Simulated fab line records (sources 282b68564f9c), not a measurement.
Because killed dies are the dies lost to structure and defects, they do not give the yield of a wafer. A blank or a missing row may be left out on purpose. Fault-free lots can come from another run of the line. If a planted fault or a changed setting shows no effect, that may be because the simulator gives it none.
Problem report, 8D (eight disciplines) form, completed by code	flow rit cmos	the parts of the form that need people (team, actions taken, sign-off) are left out

## 1. THE PROBLEM
Mean ACTIVE_OXIDE_THK at RIT_ACTIVE_THK_MEAS_02: 29.2 nm over 6 wafers in 2 lots; fault-free wafers: 47.5 nm, standard deviation 0.85. Relative to the usual mean, that is a shift of -21 standard deviations.
First observed at day 4 10:35: wafer L975.1, on film metro-02. At this step, 42 wafers from 14 lots have a number in the record. The rule behind "out" and "out of limits": a value lying over 4 standard deviations away from the usual mean. The other wafers with a number count as sound.

## 2. WHAT IT IS, AND WHAT IT ISN'T
question	is	is not
which readings at this step	ACTIVE_OXIDE_THK	-
which lots	L975, L976	L961, L962, L964, L965, L966, L970, L972, L973, L974, L978, L983, L984
which wafers of those lots	all that have a number	-
read on which gauges	film metro-02	film metro-03, film metro-04
when	from day 4 10:35	up to then (27 sound wafers); but 9 sound wafers of L978, L983, L984 came after

## 3. WHAT RULES OUT EACH SUSPECT
Counting: any tool at a process step up to the reading is kept as a suspect provided that every lot that is out went through it and no sound lot did after the first of them.
- the gauge at RIT_ACTIVE_THK_MEAS_02: ruled out. All the wafers that are out were read on film metro-02, but those of them that RIT_ACTIVE_OXIDATION_01 has rows for are out there too, on other tools.
- furnace-02 at RIT_ACTIVE_OXIDATION_01 (target thk 46.8 nm, ox time 3360 s): kept. It ran every lot that is out, first L975 (day 4 08:38), and no sound lot after that; its last sound lot up to then is L974 (day 4 03:53). Its own spike tc centre C, spike tc load C, spike tc source C, tube center temp C, tube_center_temp_C_max readings are out on those wafers.
The count leaves furnace-02 at RIT_ACTIVE_OXIDATION_01.

## 4. THE CAUSE (what the simulator had put in)
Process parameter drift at RIT_ACTIVE_OXIDATION_01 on furnace-02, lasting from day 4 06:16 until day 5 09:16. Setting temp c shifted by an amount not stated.
After counting, this tool was the only one left.

## 5. THE EFFECT CHAIN, in route order
Each row: a reading whose mean over the struck wafers that have a number lies more than 3 standard deviations from the usual. Only readings for which the record gives a usual standard deviation are gone through. hours: the time from each lot's start at the first step in this table that gives one to its start at this step, as a median over the lots. sigmas: the change in usual standard deviations.
hours	step	reading	usual	on struck wafers	change	sigmas
0	RIT_ACTIVE_OXIDATION_01	spike tc centre C	1002.1 C	947.6	-54.5	-42
0	RIT_ACTIVE_OXIDATION_01	spike tc load C	1024.8 C	971.2	-53.6	-49
0	RIT_ACTIVE_OXIDATION_01	spike tc source C	1023.3 C	969.7	-53.6	-24
0	RIT_ACTIVE_OXIDATION_01	tube center temp C	1000 C	946	-54	-99 or more
0	RIT_ACTIVE_OXIDATION_01	tube_center_temp_C_max	1002.6	948.9	-53.7	-99 or more
2	RIT_ACTIVE_THK_MEAS_02	ACTIVE_OXIDE_THK	47.5 nm	29.2	-18.3	-21
The process steps in it:
- RIT_ACTIVE_OXIDATION_01: target thk 46.8 nm, ox time 3360 s.
Later measuring or inspecting steps at which every struck wafer that the step has a row for has a number for every such reading, and none has moved that far: RIT_WELLDRIVE_RS_MEAS_02, RIT_PRETRO_OVL_MEAS_06.

## 6. WHAT WOULD HAVE CAUGHT IT SOONER
The first out-of-limits reading at a measuring or inspecting step in this record came at day 4 10:35, 4 hours after the fault's start at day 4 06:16.
Tool's own readings at RIT_ACTIVE_OXIDATION_01, spike tc centre C, spike tc load C, spike tc source C, tube center temp C, tube_center_temp_C_max: out on all struck wafers the step has rows for; an alarm limit on them would have tripped on the first.
Lots out: 2; of these, L976 started RIT_ACTIVE_OXIDATION_01 on furnace-02 after day 4 10:35. Putting the tool on hold at that point would have spared it.
